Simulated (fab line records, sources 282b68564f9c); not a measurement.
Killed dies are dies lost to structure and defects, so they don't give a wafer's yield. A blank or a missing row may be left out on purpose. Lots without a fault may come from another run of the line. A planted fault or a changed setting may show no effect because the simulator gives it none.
fab line records | flow rit_cmos
record lots=7 wafers=21 last_day=7
route steps=202 shown NLDD@110 PLDD@114 SPACER@125 NSD@131 PSD@142 M1@202
lots that met no fault: from a run of the same line without faults
start_h: hours from the record's first day to the start of the lot's first wafer shown | wait_h: hours since the lot's step before | " the same as in the row above | L1.1+2: a row that stands for several wafers | - no value, or no start given | * or withheld: withheld | < > ~ a bound
route shown NAME@n: a module of which the file shows steps, and the number in the route of the first | usual: mean/standard deviation of fault-free wafers | same: alike in all rows | chamber/n: place in a boat | sites: the reading at each site | _std_site: their standard deviation | _edge_site: outer sites' mean less inner sites' | radius_mm: how far each site lies from the wafer's centre | mask NAME#n: copy n | behind: the tool/chamber that last shaped the wafer | hold: why the lot was held/for how many hours/how that ended | device: the transistor (n, p or np) that didn't switch | end of line: the same wafers' tests at the end of the route | a step without rows: its recipe alone | killed: dies lost to structure and defects at the first sort, not the wafer's yield | map: a wafer's dies, x killed, . not, _ none there
set.NAME: the setting as run; set.NAME@STEP: as run at that earlier step | model.NAME: the simulator's own value behind a step, which no gauge read
lots at some steps of the route; a table a step, a row a wafer
services: from which hour (start_h, from the record's first day; less than 0 if before it) a tool's chamber was out of use, for how many hours, and why
## steps
# step RIT_NLDD_HARDBAKE_07
# recipe resist=NOVOLAK temp_c=140 time_s=60
# step RIT_NLDD_IMPLANT_08
# recipe species=P energy_kev=20 dose_cm2=5e+14 tilt_deg=7
# step RIT_NLDD_STRIP_09
# recipe chemistry=O2 time_s=180 resist=NOVOLAK platen_temp_c=withheld power_w=500 pressure_mtorr=4000 o2_flow_sccm=4000
# usual drypump_motor_current_A=5.76/0.2
# columns lot.wafer tool chamber start_h wait_h drypump_motor_current_A rf_hours_counter_h
L564.1 plasma_asher-04 1 51.68 0.1 5.70 41
L564.3 " 1 " " 5.68 -
L564.5 " 0 " " 5.93 -
L568.1 plasma_asher-03 0 78.38 0.1 5.54 43
L568.4 " 0 " " 5.54 -
L568.5 " 1 " " 5.66 -
L571.2 plasma_asher-01 0 93.48 0.1 5.55 45
L571.3 " 0 " " 5.55 -
L571.6 " 1 " " 6.06 -
L573.2 plasma_asher-03 1 99.63 0.1 5.63 45
L573.3 " 0 " " 5.54 -
L573.5 " 1 " " 5.60 -
L580.1 plasma_asher-01 1 132.27 0.1 6.10 50
L580.2 " 0 " " 5.55 50
L580.4 " 1 " " 6.05 -
L584.4 plasma_asher-03 0 155.70 0.1 5.56 -
L584.5 " 0 " " 5.53 -
L584.6 " 1 " " 5.62 -
L585.2 plasma_asher-03 0 160.69 0.1 5.54 4
L585.3 " 0 " " 5.53 -
L585.4 " 1 " " 5.67 -
# step RIT_NLDD_TW_MEAS_10
# usual NLDD_TW=2486/9.9
# columns lot.wafer tool chamber start_h wait_h NLDD_TW
L564.1 film_metro-03 - 51.85 0.1 2490
L564.3 " - " " 2505
L564.5 " - " " 2483
L568.1 film_metro-02 - 78.55 0.1 2488
L568.4 " - " " 2488
L568.5 " - " " 2498
L571.2 film_metro-02 - 93.66 0.1 2479
L571.3 " - " " 2472
L571.6 " - " " 2489
L573.2 film_metro-04 - 99.81 0.1 2481
L573.3 " - " " 2477
L573.5 " - " " 2485
L580.1 film_metro-04 - 132.45 0.1 2483
L580.2 " - " " 2483
L580.4 " - " " 2479
L584.4 film_metro-02 - 155.84 0.1 2482
L584.5 " - " " 2494
L584.6 " - " " 2485
L585.2 film_metro-02 - 160.88 0.1 2481
L585.3 " - " " 2492
L585.4 " - " " 2477
# step RIT_PLDD_HMDS_00
# recipe prime_time_s=60 prime_temp_c=140
# step RIT_PLDD_COAT_01
# recipe resist=NOVOLAK spin_rpm=3250 resist_thk_nm=1000
# step RIT_PLDD_SOFTBAKE_02
# recipe resist=NOVOLAK temp_c=90 time_s=60
# step RIT_PLDD_EXPOSE_03
# recipe mask_id=M8 na=0.57 target_cd_nm=40900 dose_mj=250
# step RIT_PLDD_PEB_04
# recipe resist=NOVOLAK temp_c=withheld time_s=withheld
# step RIT_PLDD_DEVELOP_05
# recipe resist=NOVOLAK develop_time_s=50 dev_temp_c=23
# step RIT_PLDD_OVL_MEAS_06
# usual PLDD_OVL=-0.9/1.6
# columns lot.wafer tool chamber start_h wait_h PLDD_OVL[nm]
L564.1 overlay-01 - 52.76 - -0.8
L564.3 " - " " 1.5
L564.5 " - " " 0.7
L568.1 overlay-02 - 79.67 - -2.3
L568.4 " - " " -2.7
L568.5 " - " " -3.3
L571.2 overlay-02 - 94.69 - -0.2
L571.3 " - " " 0.8
L571.6 " - " " 2.0
L573.2 overlay-01 - 100.72 - -1.3
L573.3 " - " " 1.1
L573.5 " - " " 0.9
L580.1 overlay-01 - 133.36 - -1.2
L580.2 " - " " -1.7
L580.4 " - " " -1.4
L584.4 overlay-02 - 156.87 - -3.0
L584.5 " - " " -1.6
L584.6 " - " " -1.8
L585.2 overlay-02 - 161.79 - -0.3
L585.3 " - " " -1.0
L585.4 " - " " -0.9
# step RIT_PLDD_HARDBAKE_07
# recipe resist=NOVOLAK temp_c=140 time_s=60
# step RIT_PLDD_IMPLANT_08
# recipe species=BF2 energy_kev=20 dose_cm2=9.173e+14 tilt_deg=7
# usual tilt_deg=7.001/0.02
# columns lot.wafer tool chamber start_h wait_h tilt_deg
L564.1 implanter-04 0 52.95 0.1 6.999
L564.3 " 0 " " 6.990
L564.5 " 0 " " 6.992
L568.1 implanter-02 0 79.86 0.1 7.015
L568.4 " 0 " " 6.990
L568.5 " 0 " " 6.996
L571.2 implanter-02 0 94.90 0.1 7.023
L571.3 " 0 " " 7.026
L571.6 " 0 " " 7.023
L571.2 implanter-02 0 95.21 0.3 6.970
L571.3 " 0 " " 6.986
L571.6 " 0 " " 6.971
L573.2 implanter-02 0 100.92 0.1 7.030
L573.3 " 0 " " 7.026
L573.5 " 0 " " 7.023
L573.2 implanter-02 0 101.24 0.3 7.003
L573.3 " 0 " " 7.000
L573.5 " 0 " " 7.001
L580.1 implanter-02 0 133.64 0.1 7.028
L580.2 " 0 " " 7.014
L580.4 " 0 " " 7.035
L580.1 implanter-02 0 133.96 0.3 6.985
L580.2 " 0 " " 7.028
L580.4 " 0 " " 6.985
L584.4 implanter-02 0 157.11 0.1 6.958
L584.5 " 0 " " 7.003
L584.6 " 0 " " 6.971
L585.2 implanter-04 0 161.99 0.1 6.996
L585.3 " 0 " " 7.004
L585.4 " 0 " " 7.028
# step RIT_PLDD_STRIP_09
# recipe chemistry=O2 time_s=180 resist=NOVOLAK platen_temp_c=withheld power_w=500 pressure_mtorr=4000 o2_flow_sccm=4000
# usual drypump_motor_current_A=5.72/0.28
# columns lot.wafer tool chamber start_h wait_h drypump_motor_current_A rf_hours_counter_h
L564.1 plasma_asher-04 0 53.10 0.1 5.91 41
L564.3 " 1 " " 5.70 -
L564.5 " 0 " " 5.92 -
L568.1 plasma_asher-01 1 80.01 0.1 6.06 43
L568.4 " 1 " " 6.08 -
L568.5 " 0 " " 5.56 -
L571.2 plasma_asher-01 1 95.34 0.1 6.04 45
L571.3 " 1 " " 6.05 -
L571.6 " 0 " " 5.56 -
L573.2 plasma_asher-01 1 101.37 0.1 6.07 45
L573.3 " 0 " " 5.55 -
L573.5 " 0 " " 5.55 -
L580.1 plasma_asher-01 1 134.11 0.1 6.05 50
L580.2 " 0 " " 5.55 50
L580.4 " 0 " " 5.57 -
L584.4 plasma_asher-02 0 157.24 0.1 5.12 -
L584.5 " 0 " " 5.11 -
L584.6 " 1 " " 5.69 -
L585.2 plasma_asher-02 0 162.12 0.1 5.10 36
L585.3 " 1 " " 5.70 -
L585.4 " 0 " " 5.11 -
# step RIT_PLDD_TW_MEAS_10
# usual PLDD_TW=2356/9.1
# columns lot.wafer tool chamber start_h wait_h PLDD_TW
L564.1 film_metro-04 - 53.28 0.1 2345
L564.3 " - " " 2353
L564.5 " - " " 2358
L568.1 film_metro-02 - 80.18 0.1 2337
L568.4 " - " " 2343
L568.5 " - " " 2354
L571.2 film_metro-04 - 95.52 0.1 2768
L571.3 " - " " 2768
L571.6 " - " " 2750
L573.2 film_metro-04 - 101.55 0.1 2743
L573.3 " - " " 2748
L573.5 " - " " 2756
L580.1 film_metro-02 - 134.28 0.1 2742
L580.2 " - " " 2744
L580.4 " - " " 2757
L584.4 film_metro-02 - 157.39 0.1 2358
L584.5 " - " " 2362
L584.6 " - " " 2349
L585.2 film_metro-03 - 162.30 0.1 2352
L585.3 " - " " 2349
L585.4 " - " " 2364
# step RIT_SPACER_CLEAN_00
# recipe chemistry=SC1 mix=3:3:50 time_s=600 temp_c=75
# step RIT_SPACER_CLEAN_01
# recipe chemistry=dHF dilution=50:1 time_s=30
# step RIT_SPACER_CLEAN_02
# recipe chemistry=SC2 mix=3:3:50 time_s=600 temp_c=75 dry=n2_spin
# step RIT_SPACER_CVD_03
# recipe material=Si3N4 target_thk_nm=250 temp_c=810 precursor=SiH2Cl2/NH3 time_s=3300 pressure_mtorr=300 sih2cl2_flow_sccm=60 nh3_flow_sccm=150
# step RIT_SPACER_THK_MEAS_04
# recipe reads=Si3N4_of_SPACER_CVD_03
# usual SPACER_NITRIDE_THK=249.0/2.4
# columns lot.wafer tool chamber start_h wait_h SPACER_NITRIDE_THK[nm]
L564.1 film_metro-01 - 55.65 0.0 248.8
L564.3 " - " " 248.7
L564.5 " - " " 250.4
L568.1 film_metro-03 - 82.62 0.0 242.6
L568.4 " - " " 242.0
L568.5 " - " " 244.9
L571.2 film_metro-01 - 97.90 0.0 253.1
L571.3 " - " " 254.3
L571.6 " - " " 251.9
L573.2 film_metro-03 - 106.48 0.0 249.2
L573.3 " - " " 249.7
L573.5 " - " " 249.2
L580.1 film_metro-01 - 137.75 0.0 248.9
L580.2 " - " " 247.9
L580.4 " - " " 248.0
L584.4 film_metro-02 - 159.73 0.0 251.0
L584.5 " - " " 250.8
L584.6 " - " " 251.4
L585.2 film_metro-01 - 165.78 0.0 247.2
L585.3 " - " " 250.8
L585.4 " - " " 249.9
# step RIT_SPACER_ETCHBACK_05
# recipe target_depth_a=2500 SF6_flow_sccm=30 CHF3_flow_sccm=30 target=Si3N4 chemistry=SF6/CHF3 pressure_mtorr=40 rf_w=250 time_s=240 stop_on=SiO2
# usual drypump_motor_current_A=5.9/0.39 oes_product_au=0.844/0.013 throttle_valve_pct=10.29/0.17
# columns lot.wafer tool chamber start_h wait_h drypump_motor_current_A oes_product_au rf_hours_counter_h throttle_valve_pct
L564.1 rie_diel-03 3 55.71 0.1 6.0 0.847 52 10.00
L564.3 " 1 " " 6.0 0.831 128 10.47
L564.5 " 0 " " 6.2 0.838 - 10.48
L568.1 rie_diel-01 1 82.68 0.1 5.9 0.842 61 10.17
L568.4 " 0 " " 6.3 0.836 1 10.33
L568.5 " 3 " " 5.6 0.826 - 10.31
L571.2 rie_diel-03 1 97.95 0.0 6.0 0.853 129 10.48
L571.3 " 3 " " 6.0 0.871 52 9.98
L571.6 " 2 " " 5.1 0.855 - 10.30
L573.2 rie_diel-03 3 106.53 0.0 6.0 0.852 53 9.99
L573.3 " 0 " " 6.2 0.824 8 10.47
L573.5 " 3 " " 6.0 0.852 - 9.96
L580.1 rie_diel-02 1 137.81 0.1 5.8 0.845 148 10.29
L580.2 " 3 " " 6.5 0.851 12 10.19
L580.4 " 2 " " 6.0 0.835 2 10.54
L584.4 rie_diel-03 0 159.76 0.0 6.2 0.837 9 10.47
L584.5 " 2 " " 5.1 0.860 - 10.29
L584.6 " 1 " " 6.0 0.848 - 10.46
L585.2 rie_diel-03 0 165.83 0.0 6.1 0.831 9 10.46
L585.3 " 2 " " 5.1 0.859 6 10.30
L585.4 " 1 " " 6.0 0.841 130 10.48
# step RIT_NSD_HMDS_00
# recipe prime_time_s=60 prime_temp_c=140
# step RIT_NSD_COAT_01
# recipe resist=NOVOLAK spin_rpm=3286 resist_thk_nm=1000
# step RIT_NSD_SOFTBAKE_02
# recipe resist=NOVOLAK temp_c=90 time_s=60
# step RIT_NSD_EXPOSE_03
# recipe mask_id=M9 na=0.57 target_cd_nm=40700 dose_mj=250
# step RIT_NSD_PEB_04
# recipe resist=NOVOLAK temp_c=withheld time_s=withheld
# step RIT_NSD_DEVELOP_05
# recipe resist=NOVOLAK develop_time_s=50 dev_temp_c=23
# step RIT_NSD_OVL_MEAS_06
# usual NSD_OVL=0.7/1.4
# columns lot.wafer tool chamber start_h wait_h NSD_OVL[nm]
L564.1 overlay-02 - 56.71 - 1.0
L564.3 " - " " -1.1
L564.5 " - " " -0.1
L568.1 overlay-02 - 83.76 - 0.7
L568.4 " - " " 1.3
L568.5 " - " " 3.8
L571.2 overlay-02 - 99.33 - -0.4
L571.3 " - " " 2.0
L571.6 " - " " 1.0
L573.2 overlay-01 - 107.72 - 2.9
L573.3 " - " " 1.2
L573.5 " - " " 0.4
L580.1 overlay-01 - 139.14 - 2.6
L580.2 " - " " 0.9
L580.4 " - " " 0.8
L584.4 overlay-02 - 160.91 - -1.5
L584.5 " - " " 0.2
L584.6 " - " " 0.2
L585.2 overlay-02 - 166.96 - -1.8
L585.3 " - " " -2.1
L585.4 " - " " -0.2
# step RIT_NSD_HARDBAKE_07
# recipe resist=NOVOLAK temp_c=140 time_s=60
# step RIT_NSD_IMPLANT_08
# recipe species=P energy_kev=25 dose_cm2=1e+15 tilt_deg=7
# step RIT_NSD_STRIP_09
# recipe chemistry=O2 time_s=180 resist=NOVOLAK platen_temp_c=withheld power_w=500 pressure_mtorr=4000 o2_flow_sccm=4000
# usual drypump_motor_current_A=5.64/0.28
# columns lot.wafer tool chamber start_h wait_h drypump_motor_current_A rf_hours_counter_h
L564.1 plasma_asher-03 0 57.05 0.1 5.55 41
L564.3 " 0 " " 5.54 -
L564.5 " 0 " " 5.54 -
L568.1 plasma_asher-01 0 84.09 0.1 5.55 44
L568.4 " 0 " " 5.55 -
L568.5 " 0 " " 5.55 -
L571.2 plasma_asher-02 0 99.66 0.1 5.12 30
L571.3 " 0 " " 5.12 -
L571.6 " 1 " " 5.68 -
L573.2 plasma_asher-03 0 115.40 6.9 5.56 46
L573.3 " 0 " " 5.54 -
L573.5 " 1 " " 5.65 -
L580.1 plasma_asher-02 0 139.48 0.1 5.12 34
L580.2 " 1 " " 5.69 34
L580.4 " 0 " " 5.12 -
L584.4 plasma_asher-03 0 161.28 0.1 5.54 -
L584.5 " 0 " " 5.55 -
L584.6 " 1 " " 5.62 -
L585.2 plasma_asher-01 1 167.29 0.1 6.09 52
L585.3 " 1 " " 6.03 -
L585.4 " 0 " " 5.54 -
# step RIT_NSD_TW_MEAS_10
# usual NSD_TW=3115/11
# columns lot.wafer tool chamber start_h wait_h NSD_TW
L564.1 film_metro-02 - 57.22 0.1 3120
L564.3 " - " " 3125
L564.5 " - " " 3119
L568.1 film_metro-04 - 84.27 0.1 3114
L568.4 " - " " 3122
L568.5 " - " " 3131
L571.2 film_metro-03 - 99.85 0.1 3120
L571.3 " - " " 3137
L571.6 " - " " 3113
L573.2 film_metro-03 - 115.59 0.1 3127
L573.3 " - " " 3124
L573.5 " - " " 3120
L580.1 film_metro-03 - 139.76 0.2 3122
L580.2 " - " " 3115
L580.4 " - " " 3122
L584.4 film_metro-02 - 161.43 0.1 3127
L584.5 " - " " 3125
L584.6 " - " " 3124
L585.2 film_metro-03 - 167.47 0.1 3107
L585.3 " - " " 3101
L585.4 " - " " 3111
# step RIT_PSD_HMDS_00
# recipe prime_time_s=60 prime_temp_c=140
# step RIT_PSD_COAT_01
# recipe resist=NOVOLAK spin_rpm=3250 resist_thk_nm=992
# step RIT_PSD_SOFTBAKE_02
# recipe resist=NOVOLAK temp_c=90 time_s=60
# step RIT_PSD_EXPOSE_03
# recipe mask_id=M10 na=0.57 target_cd_nm=40900 dose_mj=250
# step RIT_PSD_PEB_04
# recipe resist=NOVOLAK temp_c=withheld time_s=withheld
# step RIT_PSD_DEVELOP_05
# recipe resist=NOVOLAK develop_time_s=50 dev_temp_c=23
# step RIT_PSD_OVL_MEAS_06
# usual PSD_OVL=-0.6/1.2
# columns lot.wafer tool chamber start_h wait_h PSD_OVL[nm]
L564.1 overlay-02 - 58.26 - -0.2
L564.3 " - " " -0.1
L564.5 " - " " -1.7
L568.1 overlay-01 - 85.30 - -0.9
L568.4 " - " " -1.7
L568.5 " - " " -1.8
L571.2 overlay-02 - 101.11 - -1.8
L571.3 " - " " -2.2
L571.6 " - " " -1.2
L573.2 overlay-01 - 116.50 - -1.1
L573.3 " - " " 0.0
L573.5 " - " " -1.3
L580.1 overlay-02 - 140.87 - 0.6
L580.2 " - " " -0.7
L580.4 " - " " 0.3
L584.4 overlay-01 - 162.45 - 0.2
L584.5 " - " " 1.0
L584.6 " - " " -0.2
L585.2 overlay-01 - 168.38 - -0.7
L585.3 " - " " -1.0
L585.4 " - " " -2.5
# step RIT_PSD_HARDBAKE_07
# recipe resist=NOVOLAK temp_c=140 time_s=60
# step RIT_PSD_IMPLANT_08
# recipe species=BF2 energy_kev=27 dose_cm2=5e+15 tilt_deg=7
# step RIT_PSD_STRIP_09
# recipe chemistry=O2 time_s=180 resist=NOVOLAK platen_temp_c=withheld power_w=500 pressure_mtorr=4000 o2_flow_sccm=4000
# usual drypump_motor_current_A=5.63/0.25
# columns lot.wafer tool chamber start_h wait_h drypump_motor_current_A rf_hours_counter_h
L564.1 plasma_asher-04 1 58.59 0.1 5.68 42
L564.3 " 0 " " 5.91 -
L564.5 " 1 " " 5.69 -
L568.1 plasma_asher-03 1 85.64 0.1 5.65 44
L568.4 " 0 " " 5.55 -
L568.5 " 0 " " 5.57 -
L571.2 plasma_asher-02 1 101.87 0.3 5.69 30
L571.3 " 1 " " 5.66 -
L571.6 " 1 " " 5.67 -
L573.2 plasma_asher-02 0 116.83 0.1 5.11 31
L573.3 " 0 " " 5.09 -
L573.5 " 1 " " 5.70 -
L580.1 plasma_asher-04 0 141.20 0.1 5.92 51
L580.2 " 1 " " 5.67 51
L580.4 " 1 " " 5.65 -
L584.4 plasma_asher-02 1 162.83 0.1 5.68 -
L584.5 " 1 " " 5.68 -
L584.6 " 0 " " 5.13 -
L585.2 plasma_asher-02 0 168.71 0.1 5.10 37
L585.3 " 0 " " 5.11 -
L585.4 " 1 " " 5.69 -
# step RIT_SDANNEAL_RS_MEAS_06
# recipe thk_meas_gauge=four-point-probe
# usual PLDD_RS=176.8/0.48
# columns lot.wafer tool chamber start_h wait_h PLDD_RS[ohm/sq]
L564.1 film_metro-02 - 59.51 0.1 177.6
L564.3 " - " " 177.6
L564.5 " - " " 177.4
L568.1 film_metro-02 - 86.54 0.1 176.3
L568.4 " - " " 176.8
L568.5 " - " " 176.6
L571.2 film_metro-03 - 102.87 0.1 151.6
L571.3 " - " " 151.6
L571.6 " - " " 151.3
L573.2 film_metro-03 - 117.75 0.1 151.6
L573.3 " - " " 151.0
L573.5 " - " " 152.1
L580.1 film_metro-02 - 142.26 0.1 151.7
L580.2 " - " " 151.7
L580.4 " - " " 151.6
L584.4 film_metro-04 - 163.73 0.1 176.9
L584.5 " - " " 176.7
L584.6 " - " " 176.6
L585.2 film_metro-03 - 169.63 0.1 176.9
L585.3 " - " " 176.9
L585.4 " - " " 176.4
# step RIT_M1_PROBE_99
# usual killed_at_contacts=0.1/0.23 killed_at_front_end=6/3.1 killed_dies=6/3.1 killed_open=3.2/1.9 killed_short=3.2/2.1
# same gross_dies=264 killed_at_M0_to_M3=0 killed_at_M4_up=0 killed_at_back_side=0 killed_at_other=0
# columns lot.wafer tool chamber start_h wait_h killed_at_contacts killed_at_front_end killed_dies killed_open killed_short
L564.1 prober-01 - 66.65 0.1 0 10 10 2 8
L564.3 prober-01 - 66.75 0.2 0 8 8 6 2
L564.5 prober-01 - 66.85 0.2 0 11 11 7 4
L568.1 prober-02 - 95.31 0.1 0 6 6 3 3
L568.4 prober-02 - 95.46 0.2 0 5 5 3 2
L568.5 prober-02 - 95.51 0.2 0 4 4 1 3
L571.2 prober-02 - 110.68 0.1 0 5 5 3 2
L571.3 prober-02 - 110.73 0.2 1 3 4 2 2
L571.6 prober-02 - 110.88 0.2 0 6 6 5 1
L580.1 prober-01 - 159.04 0.4 1 4 5 4 1
L580.2 prober-01 - 159.09 0.4 0 4 4 2 2
L580.4 prober-01 - 159.19 0.5 0 5 5 3 2
L584.4 prober-01 - 171.28 0.2 0 12 12 2 7
L584.5 prober-01 - 171.33 0.2 0 4 4 3 1
L584.6 prober-01 - 171.38 0.2 0 1 1 1 0
L585.2 prober-02 - 176.71 0.1 0 5 5 3 2
L585.3 prober-02 - 176.76 0.2 0 3 3 2 1
L585.4 prober-02 - 176.81 0.2 0 5 5 3 2
# killed by level:class
L564.1 SILICIDE:geometric_particle:short=3 GATE:geometric_particle:short=2 FOX1:geometric_particle:open=1 FOX1:geometric_particle:short=1 FOX2:geometric_particle:short=1 GATE:geometric_particle:open=1 SPACER:geometric_particle:short=1
L564.3 FOX1:geometric_particle:open=2 SILICIDE:geometric_particle:open=2 FOX2:geometric_particle:open=1 FOX2:geometric_particle:short=1 GATE:geometric_particle:short=1 REOX:geometric_particle:open=1
L564.5 FOX1:geometric_particle:short=3 GATE:geometric_particle:open=3 REOX:geometric_particle:open=2 FOX2:geometric_particle:open=1 GATE:geometric_particle:short=1 SPACER:geometric_particle:open=1
L568.1 GATE:geometric_particle:short=2 FOX2:geometric_particle:short=1 GATE:geometric_particle:open=1 REOX:geometric_particle:open=1 SILICIDE:geometric_particle:open=1
L568.4 GATE:geometric_particle:short=2 GATE:geometric_particle:open=1 SPACER:geometric_particle:open=1 SILICIDE:geometric_particle:open=1
L568.5 FOX1:geometric_particle:short=1 GATE:geometric_particle:short=1 GATE:geometric_particle:open=1 REOX:geometric_particle:short=1
L571.2 GATE:geometric_particle:open=3 FOX1:geometric_particle:short=1 REOX:geometric_particle:short=1
L571.3 GATE:geometric_particle:short=2 SILICIDE:geometric_particle:open=1 CONTACT:geometric_particle:open=1
L571.6 GATE:geometric_particle:open=5 GATE:geometric_particle:short=1
L580.1 SPACER:geometric_particle:open=2 FOX2:geometric_particle:open=1 SILICIDE:geometric_particle:short=1 CONTACT:geometric_particle:open=1
L580.2 SPACER:geometric_particle:short=2 FOX2:geometric_particle:open=1 GATE:geometric_particle:open=1
L580.4 SILICIDE:geometric_particle:open=2 GATE:geometric_particle:short=1 GATE:geometric_particle:open=1 REOX:geometric_particle:short=1
L584.4 GATE:geometric_particle:short=3 PRETRO:coat_microbubble_printed=3 SILICIDE:geometric_particle:short=2 FOX1:geometric_particle:short=1 FOX2:geometric_particle:open=1 REOX:geometric_particle:short=1 SPACER:geometric_particle:open=1
L584.5 FOX1:geometric_particle:open=2 GATE:geometric_particle:open=1 SILICIDE:geometric_particle:short=1
L584.6 FOX1:geometric_particle:open=1
L585.2 FOX2:geometric_particle:open=1 GATE:geometric_particle:short=1 GATE:geometric_particle:open=1 SILICIDE:geometric_particle:short=1 SILICIDE:geometric_particle:open=1
L585.3 REOX:geometric_particle:open=2 SPACER:geometric_particle:short=1
L585.4 GATE:geometric_particle:open=1 REOX:geometric_particle:open=1 REOX:geometric_particle:short=1 SILICIDE:geometric_particle:open=1 SILICIDE:geometric_particle:short=1
## services
# columns tool chamber start_h hours kind
rie_diel-01 2 31.04 11.4 repair
rie_diel-02 0 33.88 14.1 repair
plasma_asher-03 - 44.25 10.6 repair
plasma_asher-02 - 48.76 7.4 repair
rie_diel-01 - 57.34 0.4 repair
implanter-02 - 59.27 5.7 repair
rie_diel-03 1 65.39 15.9 repair
rie_diel-03 1 90.83 2.7 repair
rie_diel-01 - 94.66 28.1 pm
plasma_asher-02 - 97.46 1.3 repair
implanter-02 - 107.17 1.3 repair
rie_diel-02 - 107.92 1.0 repair
plasma_asher-03 0 117.75 - clean
plasma_asher-03 1 117.75 - clean
plasma_asher-04 - 125.17 1.5 repair
rie_diel-03 - 130.78 2.8 pm
rie_diel-01 - 134.73 0.3 repair
implanter-04 - 139.13 3.6 pm
rie_diel-01 2 142.18 4.6 repair
rie_diel-02 3 153.81 5.6 repair
plasma_asher-01 - 160.25 2.8 pm
rie_diel-02 1 164.93 - clean
## key
first_sign step=RIT_PLDD_IMPLANT_08 reading=visit direction=added
effect step=RIT_PLDD_TW_MEAS_10 reading=PLDD_TW direction=up sigmas=44 usual=2356 struck=2753
effect step=RIT_SDANNEAL_RS_MEAS_06 reading=PLDD_RS direction=down sigmas=52 usual=176.8 struck=151.6
met_at RIT_PLDD_IMPLANT_08
struck_wafers L571.2,L571.3,L571.6,L573.2,L573.3,L573.5,L580.1,L580.2,L580.4
rows_end L573.2,L573.3,L573.5
tester_left_out L571,L580
fault kind=repeated_step_whole tool=implanter-01,implanter-02,implanter-04 chamber=- onset_h=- steps=RIT_PLDD_IMPLANT_08 times=1 scope=struck_lots_only
# tester_left_out: of these lots the tester's yield and bins aren't shown, on N5 and GAA mostly nor the transistor test; their killed dies are dies lost to structure and defects alone, not to doping, threshold or leakage, so they don't give the yield
# rows_end: these wafers met a further fault down the route, and their rows from its step on are left out
